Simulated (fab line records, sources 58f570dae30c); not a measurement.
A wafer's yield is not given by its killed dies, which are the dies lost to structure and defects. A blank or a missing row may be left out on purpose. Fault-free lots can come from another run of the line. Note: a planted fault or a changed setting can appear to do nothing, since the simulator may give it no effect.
Struck lot and sound lot, side by side | flow berkeley-cmos170 | 17 out of 331 route steps
Sound: the wafers L531.1, L531.5, L531.6. Struck: wafers L538.1, L538.2, L538.5. The cause is given at the end.
At each step with rows: each side's tool, then ch and its chambers, then its first start. Under that, the readings that differ: sound wafers | struck wafers | difference of the means | sigmas: that difference in standard deviations of wafers without a fault.
alike: a reading whose means differ by less than 2 such deviations, as well as words and numbers matching on both sides. not compared: withheld readings; readings where some wafer has no value; bounds like >300 that might hide an equal value; numbers whose values overlap and for which the record gives no deviation.
Wherever a step has rows on one side only, a row that says differs or no value, or a row with sigmas, the two part there. Non-overlapping numbers with no deviation appear without sigmas and do not part them. A reading that every wafer of one side lacks parts them only if that side has two wafers or more.

first, 2 steps without rows for these wafers: UCB170_PSD_PEB_04; UCB170_PSD_DEVELOP_05 (develop time 45 s).
UCB170_PSD_CD_MEAS_06: target cd 1200 nm.
  sound: cd-sem-02 at day 8 03:48; struck: cd-sem-01 at day 9 15:56
  alike: cd-nm
UCB170_PSD_OVL_MEAS_07:
  sound: overlay-01 at day 8 03:55; struck: overlay-02 at day 9 16:04
  alike: PSD_OVL
then, 1 step without rows for these wafers: UCB170_PSD_IMPLANT_08.
UCB170_PSD_STRIP_09: strips in O2.
  sound on plasma-asher-02 ch 0,1, day 8 04:06; struck on plasma-asher-01 ch 0,1, day 9 16:14
  alike: drypump-motor-current-A, oes-product-au, strip-time-to-endpoint-s
  not compared: rf-hours-counter-h
UCB170_PSD_TW_MEAS_10:
  sound: film-metro-01 at day 8 04:12; struck: film-metro-04 at day 9 16:20
  alike: PSD_TW
then, 5 steps without rows for these wafers: UCB170_PSD_CLEAN_11 (cleans in SPM, time 600 s); UCB170_NSD_HMDS_00 (prime time 60 s); UCB170_NSD_COAT_01 (resist thk 900 nm); UCB170_NSD_SOFTBAKE_02 (time 60 s); UCB170_NSD_EXPOSE_03 (exposes mask NSELECT MOD, target cd 1200 nm).
UCB170_NSD_PEB_04:
  sound on litho-track-01 ch 0, day 8 05:32; struck on litho-track-01 ch 0, day 9 20:13
  reading                  | sound                | struck            | difference                    | sigmas
  exhaust-pa (Pa)          | 46.4 46.1 46.2       | 44.3 43.1 42.7    | -2.9                          | -3
  heater-power-total-W (W) | 56.82 56.77 56.83    | 63.08 63.10 63.09 | +6.28                         | +99 or more
  plate-temp-C (C)         | 130.01 130.09 130.32 | - - -             | no value on the struck wafers |
then, 1 step without rows for these wafers: UCB170_NSD_DEVELOP_05 (develop time 45 s).
UCB170_NSD_CD_MEAS_06: target cd 1200 nm.
  sound: cd-sem-01 at day 8 05:49; struck: cd-sem-01 at day 9 20:29
  reading    | sound                | struck               | difference | sigmas
  cd-nm (nm) | 1201.8 1201.1 1200.4 | 1176.0 1176.5 1176.8 | -24.7      | -19
UCB170_NSD_OVL_MEAS_07:
  sound: overlay-01 at day 8 05:56; struck: overlay-01 at day 9 20:36
  alike: NSD_OVL
UCB170_M3_PROBE_99:
  the record has rows for the sound wafers here (prober-01, day 9 09:38) and none for the struck ones

## WHERE THEY PART
First at UCB170_NSD_PEB_04; last, within this record, at UCB170_M3_PROBE_99.

WHY: what the simulator had put in
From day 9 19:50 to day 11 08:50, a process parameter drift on litho-track-01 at UCB170_NSD_PEB_04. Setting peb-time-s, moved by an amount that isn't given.
